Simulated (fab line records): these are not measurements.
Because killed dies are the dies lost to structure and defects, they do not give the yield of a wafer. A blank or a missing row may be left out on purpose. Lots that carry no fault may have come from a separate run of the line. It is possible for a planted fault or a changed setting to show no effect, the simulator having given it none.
Split-lot experiment	flow berkeley cmos170	23 wafers read across 5 lots, on a route 331 steps long

THE SPLIT
At UCB170_M1_METAL_ETCH_12 (etches Al in Cl2/BCl3, stops on PSG, target depth 780 nm, time 130 s), the setting icp w was moved away from the recipe's 600 W on 4 of the 23 wafers read, by +5.2% to +10.5%. For the rest of the wafers, this setting stayed at what the recipe calls for.

The split's own step is where the reading is taken.

THE READING
KrF_of_M1_COAT_04.thk nm (the simulator's own value, which no gauge read), in nm, at UCB170_M1_METAL_ETCH_12 (etches Al in Cl2/BCl3, stops on PSG, target depth 780 nm, time 130 s). The file gives no usual value for it. Across the 19 wafers here that went through the recipe, the average is 424.3 nm and the standard deviation 9.6 nm.

wafer	tool, chamber at the split	icp w as run, W	against the recipe	KrF_of_M1_COAT_04.thk nm, nm	against lot-mates on the recipe
L079.2	rie metal-03, 0	600	recipe	425.7	-
L079.3	rie metal-03, 1	600	recipe	434.4	-
L079.4	rie metal-03, 0,1	600	recipe	428	-
L079.5	rie metal-03, 0,1	600	recipe	428	-
L079.6	rie metal-03, 0	600	recipe	431.9	-
L081.1	rie metal-03, 1	600	recipe	428.6	-
L081.2	rie metal-03, 0	600	recipe	429.6	-
L081.3	rie metal-03, 0	631.1	+5.2%	407.5	-22.1
L081.4	rie metal-03, 1	600	recipe	430.7	-
L081.6	rie metal-03, 0	631.1	+5.2%	408.9	-20.7
L083.1	rie metal-04, 1	600	recipe	408.2	-
L083.4	rie metal-04, 1	600	recipe	409.4	-
L083.5	rie metal-04, 0	600	recipe	423.5	-
L084.2	rie metal-02, 1	663.2	+10.5%	388.3	-46.1
L084.3	rie metal-02, 1	600	recipe	432.9	-
L084.4	rie metal-02, 0	663.2	+10.5%	390.4	-44.0
L084.5	rie metal-02, 1	600	recipe	432.3	-
L084.6	rie metal-02, 0	600	recipe	437.9	-
L085.1	rie metal-04, 1	600	recipe	408.9	-
L085.2	rie metal-04, 0	600	recipe	423.8	-
L085.3	rie metal-04, 1	600	recipe	407.4	-
L085.4	rie metal-04, 0	600	recipe	428.3	-
L085.5	rie metal-04, 1	600	recipe	412.1	-
Rows listing several chambers each stand for several wafers; the file does not say which wafer went through which chamber.

THE FIT
A straight line over all 23 wafers: KrF_of_M1_COAT_04.thk nm changes by -3.28 nm for each +1% of icp w; r = -0.77; the points scatter about the line by 9.2 nm.
The same after taking each lot's own level away (the mean of its wafers on the recipe; 23 wafers): -4.25 nm for each +1%; r = -0.94; scatter 5.2 nm.
According to that fit, moving icp w by its largest amount changes the reading by 45 nm.
The span of the lots' own levels, 413.70 to 434.37 nm, comes to 2.1 times the standard deviation stated above.
So the lot-to-lot level blurs the effect unless lot-mates are compared.
Check: -43.8 nm against its lot-mates is what the line predicts for one of the wafers moved furthest among these (+10.5%) when that wafer is left out of the fit. Against them it came out at -46.1 nm.

THE OTHER SPLITS THESE WAFERS WENT THROUGH
Before the reading, these wafers also passed through other splits. Each is held against what the fit with the lots' levels taken away leaves over:
other split on the same wafers	wafers away from the commonest value	r with KrF_of_M1_COAT_04.thk nm (lot level and that fit taken away)
UCB170_CONTACT_PEB_13 peb temp c	8	-0.08

THE FILE'S OWN FIT
KrF_of_M1_COAT_04.thk nm changes by -4.25 nm for each +1% of icp w, r = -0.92.
